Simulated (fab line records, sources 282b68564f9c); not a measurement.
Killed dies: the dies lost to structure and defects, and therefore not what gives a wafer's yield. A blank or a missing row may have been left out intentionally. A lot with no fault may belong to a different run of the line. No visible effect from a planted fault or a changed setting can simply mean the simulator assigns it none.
fab line records / flow rit_cmos
record: lots: 14 wafers: 42 last_day: 7
route steps=202 shown NSD@136 M1@202
lots that met no fault: taken from a fault-free run of the same line
start_h: hours from the record's first day to the start of the lot's first wafer shown / wait_h: how many hours have passed since the lot's step before this one / " same as the row above / L1.1+2: a single row standing in for several wafers / - no value, or no start was given / * or withheld: withheld / < > ~ a bound
route shown NAME@n: names a module that has steps shown in the file, with the first one's number in the route / usual: mean/standard deviation of fault-free wafers / same: alike in all rows / chamber/n: place in a boat / sites: each site's reading / _std_site: how widely they spread, as a standard deviation / _edge_site: inner sites' mean taken away from outer sites' mean / radius_mm: for every site, how far away it sits from the centre of the wafer / mask NAME#n: copy n / behind: the most recent tool/chamber to have shaped the wafer / hold: reason for holding the lot/hours on hold/outcome of the hold / device: the transistor (n, p or np) that didn't switch / end of line: the route-end tests of the same wafers / where a step has no rows: the recipe by itself / killed: dies lost to structure and defects at the first sort, not the wafer's yield / map: per-die view of a wafer (x killed, . not killed, _ where there is no die)
set.NAME: setting as actually run; set.NAME@STEP: the setting as run at that earlier step / model.NAME: the simulator's own value behind a step, which no gauge read
one table for each step of the route and one row for each wafer, over a sample of lots
== steps ==
step: RIT_NSD_DEVELOP_05
recipe: resist: NOVOLAK develop_time_s: 50 dev_temp_c: 23
usual: developer_temp_C: 22.99/0.099
lot.wafer=L515.1 tool=litho_track-01 chamber=0 start_h=53 wait_h=- developer_temp_C=23.08
lot.wafer=L515.2 tool=litho_track-01 chamber=0 start_h=53 wait_h=- developer_temp_C=22.95
lot.wafer=L515.6 tool=litho_track-01 chamber=0 start_h=53 wait_h=- developer_temp_C=23.06
lot.wafer=L517.4 tool=litho_track-03 chamber=0 start_h=67 wait_h=- developer_temp_C=23.00
lot.wafer=L517.5 tool=litho_track-03 chamber=0 start_h=67 wait_h=- developer_temp_C=22.92
lot.wafer=L517.6 tool=litho_track-03 chamber=0 start_h=67 wait_h=- developer_temp_C=22.97
lot.wafer=L518.1 tool=litho_track-01 chamber=0 start_h=70 wait_h=- developer_temp_C=22.94
lot.wafer=L518.2 tool=litho_track-01 chamber=0 start_h=70 wait_h=- developer_temp_C=22.85
lot.wafer=L518.6 tool=litho_track-01 chamber=0 start_h=70 wait_h=- developer_temp_C=23.00
lot.wafer=L519.2 tool=litho_track-04 chamber=0 start_h=77 wait_h=- developer_temp_C=23.08
lot.wafer=L519.4 tool=litho_track-04 chamber=0 start_h=77 wait_h=- developer_temp_C=23.05
lot.wafer=L519.5 tool=litho_track-04 chamber=0 start_h=77 wait_h=- developer_temp_C=23.00
lot.wafer=L520.1 tool=litho_track-01 chamber=0 start_h=85 wait_h=- developer_temp_C=23.08
lot.wafer=L520.5 tool=litho_track-01 chamber=0 start_h=85 wait_h=- developer_temp_C=23.05
lot.wafer=L520.6 tool=litho_track-01 chamber=0 start_h=85 wait_h=- developer_temp_C=23.07
lot.wafer=L521.2 tool=litho_track-03 chamber=0 start_h=88 wait_h=- developer_temp_C=22.93
lot.wafer=L521.3 tool=litho_track-03 chamber=0 start_h=88 wait_h=- developer_temp_C=23.02
lot.wafer=L521.6 tool=litho_track-03 chamber=0 start_h=88 wait_h=- developer_temp_C=22.85
lot.wafer=L522.2 tool=litho_track-03 chamber=0 start_h=89 wait_h=- developer_temp_C=22.87
lot.wafer=L522.5 tool=litho_track-03 chamber=0 start_h=89 wait_h=- developer_temp_C=22.84
lot.wafer=L522.6 tool=litho_track-03 chamber=0 start_h=89 wait_h=- developer_temp_C=22.98
lot.wafer=L523.1 tool=litho_track-01 chamber=0 start_h=97 wait_h=- developer_temp_C=22.96
lot.wafer=L523.4 tool=litho_track-01 chamber=0 start_h=97 wait_h=- developer_temp_C=23.26
lot.wafer=L523.6 tool=litho_track-01 chamber=0 start_h=97 wait_h=- developer_temp_C=22.99
lot.wafer=L524.3 tool=litho_track-03 chamber=0 start_h=101 wait_h=- developer_temp_C=23.94
lot.wafer=L524.5 tool=litho_track-03 chamber=0 start_h=101 wait_h=- developer_temp_C=23.67
lot.wafer=L524.6 tool=litho_track-03 chamber=0 start_h=101 wait_h=- developer_temp_C=23.79
lot.wafer=L526.2 tool=litho_track-03 chamber=0 start_h=112 wait_h=- developer_temp_C=23.86
lot.wafer=L526.5 tool=litho_track-03 chamber=0 start_h=112 wait_h=- developer_temp_C=23.84
lot.wafer=L526.6 tool=litho_track-03 chamber=0 start_h=113 wait_h=- developer_temp_C=23.87
lot.wafer=L530.1 tool=litho_track-04 chamber=0 start_h=132 wait_h=- developer_temp_C=22.98
lot.wafer=L530.3 tool=litho_track-04 chamber=0 start_h=132 wait_h=- developer_temp_C=22.99
lot.wafer=L530.4 tool=litho_track-04 chamber=0 start_h=132 wait_h=- developer_temp_C=22.83
lot.wafer=L535.1 tool=litho_track-01 chamber=0 start_h=155 wait_h=- developer_temp_C=23.07
lot.wafer=L535.2 tool=litho_track-01 chamber=0 start_h=155 wait_h=- developer_temp_C=22.95
lot.wafer=L535.3 tool=litho_track-01 chamber=0 start_h=155 wait_h=- developer_temp_C=23.07
lot.wafer=L536.2 tool=litho_track-01 chamber=0 start_h=162 wait_h=- developer_temp_C=23.07
lot.wafer=L536.3 tool=litho_track-01 chamber=0 start_h=162 wait_h=- developer_temp_C=23.14
lot.wafer=L536.6 tool=litho_track-01 chamber=0 start_h=162 wait_h=- developer_temp_C=22.98
lot.wafer=L537.1 tool=litho_track-03 chamber=0 start_h=168 wait_h=- developer_temp_C=23.00
lot.wafer=L537.2 tool=litho_track-03 chamber=0 start_h=168 wait_h=- developer_temp_C=22.94
lot.wafer=L537.6 tool=litho_track-03 chamber=0 start_h=169 wait_h=- developer_temp_C=23.00
step: RIT_M1_PROBE_99
usual: killed_at_contacts: 0.0/0.22 killed_at_front_end: 7/3.2 killed_dies: 8/3.2 killed_open: 3.7/2.1 killed_short: 3.8/2.2
same: gross_dies: 264 killed_at_M0_to_M3: 0 killed_at_M4_up: 0 killed_at_back_side: 0 killed_at_other: 0
lot.wafer=L517.4 tool=prober-02 chamber=- start_h=78.63 wait_h=0.2 killed_at_contacts=0 killed_at_front_end=4 killed_dies=4 killed_open=1 killed_short=3
lot.wafer=L517.5 tool=prober-02 chamber=- start_h=78.68 wait_h=0.2 killed_at_contacts=0 killed_at_front_end=9 killed_dies=9 killed_open=6 killed_short=3
lot.wafer=L517.6 tool=prober-02 chamber=- start_h=78.73 wait_h=0.2 killed_at_contacts=0 killed_at_front_end=11 killed_dies=11 killed_open=4 killed_short=7
lot.wafer=L537.1 tool=prober-02 chamber=- start_h=179.21 wait_h=0.1 killed_at_contacts=0 killed_at_front_end=9 killed_dies=9 killed_open=4 killed_short=5
lot.wafer=L537.2 tool=prober-02 chamber=- start_h=179.26 wait_h=0.1 killed_at_contacts=0 killed_at_front_end=14 killed_dies=14 killed_open=8 killed_short=6
lot.wafer=L537.6 tool=prober-02 chamber=- start_h=179.46 wait_h=0.2 killed_at_contacts=0 killed_at_front_end=6 killed_dies=6 killed_open=2 killed_short=4
killed by level:class
L517.4 GATE:geometric_particle:short=2 GATE:geometric_particle:open=1 SILICIDE:geometric_particle:short=1
L517.5 GATE:geometric_particle:open=5 GATE:geometric_particle:short=3 SILICIDE:geometric_particle:open=1
L517.6 GATE:geometric_particle:short=2 REOX:geometric_particle:open=2 SPACER:geometric_particle:short=2 FOX1:geometric_particle:open=1 FOX1:geometric_particle:short=1 REOX:geometric_particle:short=1 SPACER:geometric_particle:open=1 SILICIDE:geometric_particle:short=1
L537.1 SPACER:geometric_particle:open=4 SPACER:geometric_particle:short=3 GATE:geometric_particle:short=2
L537.2 GATE:geometric_particle:open=5 REOX:geometric_particle:open=2 SILICIDE:geometric_particle:short=2 FOX1:geometric_particle:short=1 FOX2:geometric_particle:open=1 FOX2:geometric_particle:short=1 GATE:geometric_particle:short=1 REOX:geometric_particle:short=1
L537.6 FOX1:geometric_particle:open=2 FOX1:geometric_particle:short=2 REOX:geometric_particle:short=2
== key ==
first_sign: step: RIT_NSD_DEVELOP_05 reading: developer_temp_C direction: up sigmas: 8.5 usual: * struck: *
effect none on later readings
met_at RIT_NSD_DEVELOP_05
struck_lots L524,L526
tester_left_out L524,L526
onset_between 89 101
fault: kind: process_parameter_drift tool: litho_track-03 chamber: - onset_h: 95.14 steps: RIT_NSD_DEVELOP_05 channel: dev_temp_c offset: * shape: step end_h: 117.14 acts_in: * stated: *
tester_left_out: of these lots the tester's yield and bins aren't shown, on N5 and GAA mostly nor the transistor test; their killed dies are dies lost to structure and defects alone, not to doping, threshold or leakage, so they don't give the yield
